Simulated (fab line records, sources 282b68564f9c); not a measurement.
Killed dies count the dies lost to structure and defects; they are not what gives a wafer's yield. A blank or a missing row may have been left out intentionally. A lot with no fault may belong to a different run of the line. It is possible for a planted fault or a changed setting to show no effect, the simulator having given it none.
Lot-split experiment	flow rit_cmos	on a route of 202 steps: 5 lots, 23 wafers read

THE SPLIT
At RIT_PWELL_IMPLANT_08, the setting energy_kev was moved away from the recipe's 170 on 5 of the 23 wafers read, by -3.1% to +3.5%. This setting was run at the recipe's value on the other wafers.

The reading is taken at the split's own step.

THE READING
implant.drp_nm (the simulator's own value, which no gauge read), in nm, at RIT_PWELL_IMPLANT_08. The file does not state a usual value for it.

wafer	tool, chamber at the split	energy_kev as run	against the recipe	implant.drp_nm, nm	against lot-mates on the recipe
L074.1	implanter-01, 0	164.8	-3.1%	101.8	-1.1
L074.2	implanter-01, 0	164.8	-3.1%	101.8	-1.1
L074.6	implanter-01, 0	164.8	-3.1%	101.8	-1.1
L074.3	implanter-01, 0	170	recipe	102.9	-
L074.5	implanter-01, 0	170	recipe	102.9	-
L079.1	implanter-01, 0	170	recipe	102.9	-
L079.2	implanter-01, 0	170	recipe	102.9	-
L079.3	implanter-01, 0	170	recipe	102.9	-
L079.5	implanter-01, 0	170	recipe	102.9	-
L079.6	implanter-01, 0	170	recipe	102.9	-
L080.1	implanter-01, 0	170	recipe	102.9	-
L080.2	implanter-01, 0	170	recipe	102.9	-
L080.3	implanter-01, 0	170	recipe	102.9	-
L080.4	implanter-01, 0	170	recipe	102.9	-
L080.5	implanter-01, 0	170	recipe	102.9	-
L084.1	implanter-01, 0	170	recipe	102.9	-
L084.2	implanter-01, 0	170	recipe	102.9	-
L084.3	implanter-01, 0	170	recipe	102.9	-
L085.1	implanter-02, 0	170	recipe	102.9	-
L085.4	implanter-02, 0	170	recipe	102.9	-
L085.5	implanter-02, 0	170	recipe	102.9	-
L085.2	implanter-02, 0	176	+3.5%	103.8	+0.9
L085.6	implanter-02, 0	176	+3.5%	103.8	+0.9

THE FIT
A straight line over all 23 wafers: implant.drp_nm changes by +0.309 nm for each +1% of energy_kev; r = +0.99; the points scatter about the line by 0.074 nm.
The same after taking each lot's own level away (the mean of its wafers on the recipe; 23 wafers): +0.309 nm for each +1%; r = +0.99; scatter 0.074 nm.
That fit puts the effect of the largest move of energy_kev on the reading at 1.1 nm.
The lots' own levels span 102.90 to 102.90 nm.
So the lot-to-lot level changes the slope little: the two slopes agree.
Check: +1.12 nm against its lot-mates is what the line predicts for one of the wafers moved furthest among these (+3.5%) when that wafer is left out of the fit. Against them it came out at +0.9 nm.

ADDITIONAL SPLITS CARRIED BY THESE WAFERS
Before the reading, these wafers also passed through other splits. Each is held against what the fit with the lots' levels taken away leaves over:
other split on the same wafers	wafers away from the commonest value	r with implant.drp_nm (lot level and that fit taken away)
RIT_ACTIVE_CVD_03 sih2cl2_flow_sccm	18	-0.27
RIT_ACTIVE_EXPOSE_08 dose_mj	8	-0.12
RIT_NWELL_COAT_01 spin_rpm	7	+0.52
RIT_PWELL_COAT_01 spin_rpm	8	+0.11

THE WHOLE CHAIN: every reading that the file lists as answering this split, in the file's order
step	what it does	reading	change (the file's fit)	r (the file's)
RIT_PWELL_IMPLANT_08		implant.rp_nm (the simulator's own value, which no gauge read)	+3.67 nm for each +1% of the setting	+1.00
RIT_PWELL_IMPLANT_08		implant.drp_nm (the simulator's own value, which no gauge read)	+0.309 nm for each +1% of the setting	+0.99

FILE'S OWN FIT
implant.drp_nm changes by +0.309 nm for each +1% of energy_kev, r = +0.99.
